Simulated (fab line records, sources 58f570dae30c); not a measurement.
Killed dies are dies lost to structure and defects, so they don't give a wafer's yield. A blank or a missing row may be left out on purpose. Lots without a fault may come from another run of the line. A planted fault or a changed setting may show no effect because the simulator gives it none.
Which tool did it? | flow berkeley_cmos170 | 13 lots, 39 wafers sampled, at 4 steps of a route of 331

WHAT THE GAUGES READ, wafer by wafer
UCB170_NWELL_THK_MEAS_02. Usual: NWELL_OXIDE_THK 26.4 nm, standard deviation 0.44.
lot  | measured    | on            | NWELL_OXIDE_THK (nm) | flag
L899 | day 2 00:08 | film_metro-01 | 26.0 26.3 26.5       |
L902 | day 2 11:01 | film_metro-01 | 26.8 26.7 26.9       |
L903 | day 2 16:20 | film_metro-03 | 26.8 26.4 26.8       |
L904 | day 2 23:08 | film_metro-03 | 26.0 25.7 26.0       |
L905 | day 3 02:06 | film_metro-03 | 26.9 27.0 26.4       |
L906 | day 3 11:14 | film_metro-02 | 26.2 25.9 26.1       |
L907 | day 3 18:41 | film_metro-02 | 26.4 27.0 26.7       |
L908 | day 4 00:34 | film_metro-02 | 25.8 26.0 26.2       |
L909 | day 4 00:34 | film_metro-03 | 26.4 25.9 26.1       |
L918 | day 6 00:22 | film_metro-02 | 26.7 26.2 26.7       |
L920 | day 6 08:29 | film_metro-03 | 26.6 26.2 26.1       |
L921 | day 6 15:55 | film_metro-01 | 26.7 26.7 26.5       |
L922 | day 6 18:32 | film_metro-02 | 26.6 26.1 26.3       |

UCB170_NWELL_OVL_MEAS_12. Usual: NWELL_OVL -4 nm, standard deviation 4.9.
lot  | measured    | on         | NWELL_OVL (nm) | flag
L899 | day 2 05:43 | overlay-02 | -5 -8 -5       |
L902 | day 2 18:53 | overlay-01 | -11 -1 -12     |
L903 | day 2 22:41 | overlay-02 | -6 -6 3        |
L904 | day 3 06:01 | overlay-02 | -7 -8 -5       |
L905 | day 3 11:52 | overlay-01 | -5 -5 -1       |
L906 | day 3 20:37 | overlay-02 | -1 -10 -6      |
L907 | day 4 02:55 | overlay-02 | -7 -8 3        |
L908 | day 4 07:52 | overlay-02 | -2 -4 -8       |
L909 | day 4 08:07 | overlay-02 | 7 -2 6         |
L918 | day 6 09:59 | overlay-02 | -11 -5 -3      |
L920 | day 6 16:25 | overlay-02 | -5 0 2         |
L921 | day 6 22:36 | overlay-02 | 3 -1 2         |
L922 | day 7 02:59 | overlay-02 | -8 -5 -6       |

UCB170_SACOX_THK_MEAS_02. Usual: SACOX_OXIDE_THK 14.46 nm, standard deviation 0.28.
lot  | measured    | on            | SACOX_OXIDE_THK (nm) | flag
L899 | day 5 02:22 | film_metro-04 | 14.56 14.60 14.69    |
L902 | day 5 14:14 | film_metro-04 | 14.65 14.45 14.59    |
L903 | day 5 14:14 | film_metro-01 | 15.03 14.80 14.79    |
L904 | day 6 03:16 | film_metro-04 | 14.16 14.01 14.20    |
L905 | day 6 03:16 | film_metro-02 | 14.09 14.11 13.93    |
L906 | day 6 13:08 | film_metro-02 | 14.11 14.19 14.18    |
L907 | day 6 22:01 | film_metro-04 | 14.41 14.50 14.47    |
L908 | day 6 22:01 | film_metro-01 | 14.13 14.26 14.46    |
L909 | day 6 22:01 | film_metro-02 | 14.58 14.47 14.60    |
L918 | day 9 06:27 | film_metro-04 | 14.47 14.79 14.67    |
L920 | day 9 13:53 | film_metro-02 | 14.70 14.60 14.32    |
L921 | day 9 13:54 | film_metro-04 | 14.84 14.60 14.80    |
L922 | day 9 22:05 | film_metro-04 | 13.88 14.05 14.17    |

WHICH TOOL RAN EACH LOT (tool, then ch and the chambers of the sampled wafers, then the start)
lot  | UCB170_PWELL_EXPOSE_10
L899 | krf_scanner-02 ch 0, day 2 19:38
L902 | krf_scanner-01 ch 0, day 3 12:25
L903 | krf_scanner-02 ch 0, day 3 17:29
L904 | krf_scanner-02 ch 0, day 4 00:13
L905 | krf_scanner-01 ch 0, day 4 04:36
L906 | krf_scanner-01 ch 0, day 4 14:52
L907 | krf_scanner-01 ch 0, day 4 20:42
L908 | krf_scanner-02 ch 0, day 4 23:57
L909 | krf_scanner-01 ch 0, day 5 00:24
L918 | krf_scanner-01 ch 0, day 7 04:54
L920 | krf_scanner-02 ch 0, day 7 12:44
L921 | krf_scanner-01 ch 0, day 7 16:17
L922 | krf_scanner-02 ch 0, day 7 21:04
- UCB170_PWELL_EXPOSE_10: exposes mask PWELL, target cd 3000 nm.

WHAT THE TOOLS THEMSELVES READ (means of the sampled wafers that have a number; where no wafer has one, the mark that the record gives instead)
UCB170_PWELL_EXPOSE_10. Usual: focus_offset_nm -0.1 nm, standard deviation 0.52; reticle_temp_C 23.02 C, standard deviation 0.094.
lot  | tool           | focus_offset_nm (nm) | reticle_temp_C (C) | flag
L899 | krf_scanner-02 | -0.2                 | 23.03              |
L902 | krf_scanner-01 | -0.3                 | 22.98              |
L903 | krf_scanner-02 | -0.2                 | 23.02              |
L904 | krf_scanner-02 | -0.4                 | 23.04              |
L905 | krf_scanner-01 | -0.6                 | 23.07              |
L906 | krf_scanner-01 | -0.1                 | 22.94              |
L907 | krf_scanner-01 | 0.0                  | 22.89              |
L908 | krf_scanner-02 | 0.3                  | 22.96              |
L909 | krf_scanner-01 | 0.1                  | 22.96              |
L918 | krf_scanner-01 | -0.4                 | 23.00              |
L920 | krf_scanner-02 | 0.5                  | 23.08              |
L921 | krf_scanner-01 | -0.2                 | 22.98              |
L922 | krf_scanner-02 | 0.4                  | 23.21              |

THE ANSWER, worked out from the rows above alone
Rule: a lot is off if the mean of its wafers that have a number lies more than 3 standard deviations from the usual mean. A lot without any number at a reading at which 4 lots or more have one is off too. The other lots that the step has rows for count as sound. The gauges are gone through in route order, then the tools' own readings, and for those a lot's mean is taken as printed above. The first step at which some lot is off is used, and at that step the reading that is off furthest; a lot without a number counts as furthest.
No lot is off at any reading shown: from this, nothing can be told.

WHAT THE SIMULATOR HAD PUT IN
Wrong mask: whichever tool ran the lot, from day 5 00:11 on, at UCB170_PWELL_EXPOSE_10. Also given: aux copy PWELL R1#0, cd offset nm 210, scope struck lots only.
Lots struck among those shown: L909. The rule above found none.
